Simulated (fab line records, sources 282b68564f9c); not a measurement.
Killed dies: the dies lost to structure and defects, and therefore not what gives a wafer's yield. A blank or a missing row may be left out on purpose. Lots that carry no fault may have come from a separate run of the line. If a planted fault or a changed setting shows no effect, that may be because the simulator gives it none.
Comparing a struck lot with a sound one    flow ritCmos    16 out of 202 route steps
Sound: these wafers, L792.2, L792.4, L792.5. The struck wafers were L804.3, L804.5, L804.6. The cause is named last.
Each step with rows lists, per side, the tool, then ch with its chambers, then its first start. Under that, the readings that differ: sound wafers    struck wafers    difference of the means    sigmas: that difference in standard deviations of wafers without a fault.
alike: readings whose means differ by less than 2 such deviations, and words and numbers that are the same on both sides. not compared: withheld readings, readings that some wafer has no value for, bounds like >300 that may hide the same value, and numbers for which the record gives no deviation and whose values overlap.
A row with sigmas, a row that says differs or no value, or rows on one side alone: a step with any of these is where the two part. Numbers that have no deviation but don't overlap get no sigmas and don't part them. A reading that every wafer of one side lacks parts them only if that side has two wafers or more.

RIT_PWELL_TW_MEAS_10:
  sound: filmMetro-04 at day 2 21:47; struck: filmMetro-01 at day 5 07:55
  alike: PWELL_TW
then, 1 step without rows for these wafers: RIT_WELLDRIVE_ANNEAL_00 (time 14700 s).
RIT_WELLDRIVE_RS_MEAS_01: measurement is done with a four-point probe.
  sound: filmMetro-01 at day 3 04:49; struck: filmMetro-01 at day 5 13:05
  alike: NWELL_RS
RIT_WELLDRIVE_RS_MEAS_02: measurement is done with a four-point probe.
  sound: filmMetro-01 at day 3 04:56; struck: filmMetro-01 at day 5 13:12
  alike: PWELL_RS
then, 6 steps without rows for these wafers: RIT_NRETRO_HMDS_00 (prime time 60 s); RIT_NRETRO_COAT_01 (resist thk 1300 nm); RIT_NRETRO_SOFTBAKE_02 (time 60 s); RIT_NRETRO_EXPOSE_03 (exposes mask M4, target cd 43900 nm); RIT_NRETRO_PEB_04; RIT_NRETRO_DEVELOP_05 (develop time 68 s).
RIT_NRETRO_OVL_MEAS_06:
  sound: overlay-01 at day 3 05:58; struck: overlay-02 at day 5 14:20
  alike: NRETRO_OVL
then, 1 step without rows for these wafers: RIT_NRETRO_HARDBAKE_07 (time 120 s).
RIT_NRETRO_IMPLANT_08:
  sound on implanter-01 ch 0, day 3 06:17; struck on implanter-03 ch 0, day 5 14:40
reading           sound                          struck                         difference  sigmas
doseIonsCm2       9.997e+12 9.995e+12 9.983e+12  6.676e+12 6.721e+12 6.698e+12  -3.293e+12  -99 or more
faradayCurrentUA  31.8 31.6 31.1                 21.3 21.4 22.0                 -9.9        -15
  alike: beamOnS
RIT_NRETRO_STRIP_09: strips in O2, time 180 s.
  sound on plasmaAsher-02 ch 1, day 3 06:25; struck on plasmaAsher-04 ch 0,1, day 5 14:49
  alike: drypumpMotorCurrentA
  not compared: rfHoursCounterH
RIT_NRETRO_TW_MEAS_10:
  sound: filmMetro-03 at day 3 06:35; struck: filmMetro-03 at day 5 15:11
reading    sound           struck       difference  sigmas
NRETRO_TW  1054 1054 1052  921 926 926  -129        -19
  not compared: hold
RIT_M1_PROBE_99:
  sound: prober-02 at day 4 13:36; struck: prober-01 at day 7 01:14
  alike: killedAtContacts, killedAtFrontEnd, killedDies, killedOpen, killedShort

== WHERE THEY PART ==
First at RIT_NRETRO_IMPLANT_08; last, within this record, at RIT_NRETRO_TW_MEAS_10. Later steps at which nothing parts them and some readings are alike: RIT_M1_PROBE_99.

WHY: what the simulator had put in
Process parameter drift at RIT_NRETRO_IMPLANT_08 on implanter-03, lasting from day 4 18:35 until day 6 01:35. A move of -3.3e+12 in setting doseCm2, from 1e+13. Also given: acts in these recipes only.
